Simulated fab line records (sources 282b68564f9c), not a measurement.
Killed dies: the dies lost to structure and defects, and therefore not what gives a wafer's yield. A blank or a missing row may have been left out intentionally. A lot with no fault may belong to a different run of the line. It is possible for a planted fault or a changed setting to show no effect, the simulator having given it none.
Struck lot and sound lot, side by side	flow rit cmos	43 out of 202 route steps
Sound: wafers L132.1, L132.2, L132.4. Struck: wafers L137.1, L137.4, L137.5. Last of all comes the cause.
Each step with rows lists, per side, the tool, then ch with its chambers, then its first start. Under that, the readings that differ: sound wafers	struck wafers	difference of the means	sigmas: that difference in standard deviations of wafers without a fault.
alike: words and numbers the same on both sides, and readings whose means are apart by under 2 such deviations; not compared: readings that were withheld, readings missing a value for some wafer, numbers with overlapping values and no deviation given by the record, and bounds like >300 which may hide the same value.
A row with sigmas, a row that says differs or no value, or rows on one side alone: a step with any of these is where the two part. Numbers that have no deviation but don't overlap get no sigmas and don't part them. A reading missing from all wafers of one side parts the sides only when that side holds two or more wafers.

first, 1 step without rows for these wafers: RIT_WELLDRIVE_ANNEAL_00 (time 14700 s).
RIT_WELLDRIVE_RS_MEAS_01: measurement is done with a four-point probe.
  struck on film metro-02, day 3 20:06; sound on film metro-04, day 2 14:43
  alike: NWELL_RS
RIT_WELLDRIVE_RS_MEAS_02: measurement is done with a four-point probe.
  struck on film metro-02, day 3 20:13; sound on film metro-04, day 2 14:50
reading	sound	struck	difference	sigmas
PWELL_RS (ohm/sq)	436.8 438.4 437.8	434.9 434.7 433.2	-3.4	-3
then, 6 steps without rows for these wafers: RIT_NRETRO_HMDS_00 (prime time 60 s); RIT_NRETRO_COAT_01 (resist thk 1300 nm); RIT_NRETRO_SOFTBAKE_02 (time 60 s); RIT_NRETRO_EXPOSE_03 (exposes mask M4, target cd 43900 nm); RIT_NRETRO_PEB_04; RIT_NRETRO_DEVELOP_05 (develop time 68 s).
RIT_NRETRO_OVL_MEAS_06:
  struck on overlay-02, day 3 21:13; sound on overlay-02, day 2 16:08
  alike: NRETRO_OVL
then, 2 steps without rows for these wafers: RIT_NRETRO_HARDBAKE_07 (time 120 s); RIT_NRETRO_IMPLANT_08.
RIT_NRETRO_STRIP_09: strips in O2, time 180 s.
  sound on plasma asher-01 ch 0,1, day 2 16:34; struck on plasma asher-01 ch 0,1, day 3 21:40
  alike: drypump motor current A
  not compared: rf hours counter h
RIT_NRETRO_TW_MEAS_10:
  struck on film metro-03, day 3 21:50; sound on film metro-03, day 2 16:45
  alike: NRETRO_TW
then, 6 steps without rows for these wafers: RIT_PRETRO_HMDS_00 (prime time 60 s); RIT_PRETRO_COAT_01 (resist thk 1300 nm); RIT_PRETRO_SOFTBAKE_02 (time 60 s); RIT_PRETRO_EXPOSE_03 (exposes mask M5, target cd 43700 nm); RIT_PRETRO_PEB_04; RIT_PRETRO_DEVELOP_05 (develop time 68 s).
RIT_PRETRO_OVL_MEAS_06:
  struck on overlay-02, day 3 22:54; sound on overlay-01, day 2 17:49
  alike: PRETRO_OVL
then, 2 steps without rows for these wafers: RIT_PRETRO_HARDBAKE_07 (time 120 s); RIT_PRETRO_IMPLANT_08.
RIT_PRETRO_STRIP_09: strips in O2, time 180 s.
  sound on plasma asher-01 ch 0,1, day 2 18:15; struck on plasma asher-02 ch 0,1, day 3 23:20
reading	sound	struck	difference	sigmas
drypump motor current A (A)	5.56 6.07 6.07	5.12 5.11 5.67	-0.60	-2
  not compared: rf hours counter h
RIT_PRETRO_TW_MEAS_10:
  struck on film metro-01, day 3 23:31; sound on film metro-02, day 2 18:25
  alike: PRETRO_TW
then, 5 steps without rows for these wafers: RIT_GATE_WET_ETCH_00 (etches SiO2 in BOE, target depth 56 nm, time 60 s); RIT_GATE_CLEAN_01 (cleans in SC1, time 600 s); RIT_GATE_CLEAN_02 (cleans in dHF, time 30 s); RIT_GATE_CLEAN_03 (cleans in SC2, time 600 s); RIT_GATE_CLEAN_04 (cleans in dHF, time 60 s).
RIT_FOX2_THK_MEAS_91:
  struck on film metro-03, day 3 23:59; sound on film metro-04, day 2 18:56
  alike: FIELD_OXIDE_LEFT_2_THK
then, 2 steps without rows for these wafers: RIT_GATE_OXIDATION_05 (target thk 3 nm, ox time 270 s); RIT_GATE_ANNEAL_06 (time 600 s).
RIT_GATE_THK_MEAS_07:
  struck on film metro-04, day 4 04:15; sound on film metro-04, day 2 20:19
  alike: GATE_OXIDE_THK
then, 1 step without rows for these wafers: RIT_GATE_CVD_08 (deposits poly-Si from SiH4, target thk 250 nm, time 2220 s).
RIT_GATE_THK_MEAS_09:
  struck on film metro-01, day 4 05:55; sound on film metro-04, day 2 22:09
  alike: GATE_POLY_THK
then, 6 steps without rows for these wafers: RIT_GATE_HMDS_10 (prime time 60 s); RIT_GATE_COAT_11 (resist thk 833.8 nm); RIT_GATE_SOFTBAKE_12 (time 60 s); RIT_GATE_EXPOSE_13 (exposes mask M6, target cd 150 nm); RIT_GATE_PEB_14; RIT_GATE_DEVELOP_15 (develop time 50 s).
RIT_M1_PROBE_99:
  struck on prober-01, day 5 05:17; sound on prober-02, day 3 20:41
reading	sound	struck	difference	sigmas
killed at front end	7 5 3	23 20 16	+15	+5
killed dies	7 5 3	23 21 16	+15	+5
killed on rim	3 3 0	9 8 8	+6	+5
  alike: killed at contacts, killed open, killed short

WHERE THEY PART
Earliest at RIT_WELLDRIVE_RS_MEAS_02; latest, in this record, at RIT_M1_PROBE_99.

WHY: what had been put in by the simulator
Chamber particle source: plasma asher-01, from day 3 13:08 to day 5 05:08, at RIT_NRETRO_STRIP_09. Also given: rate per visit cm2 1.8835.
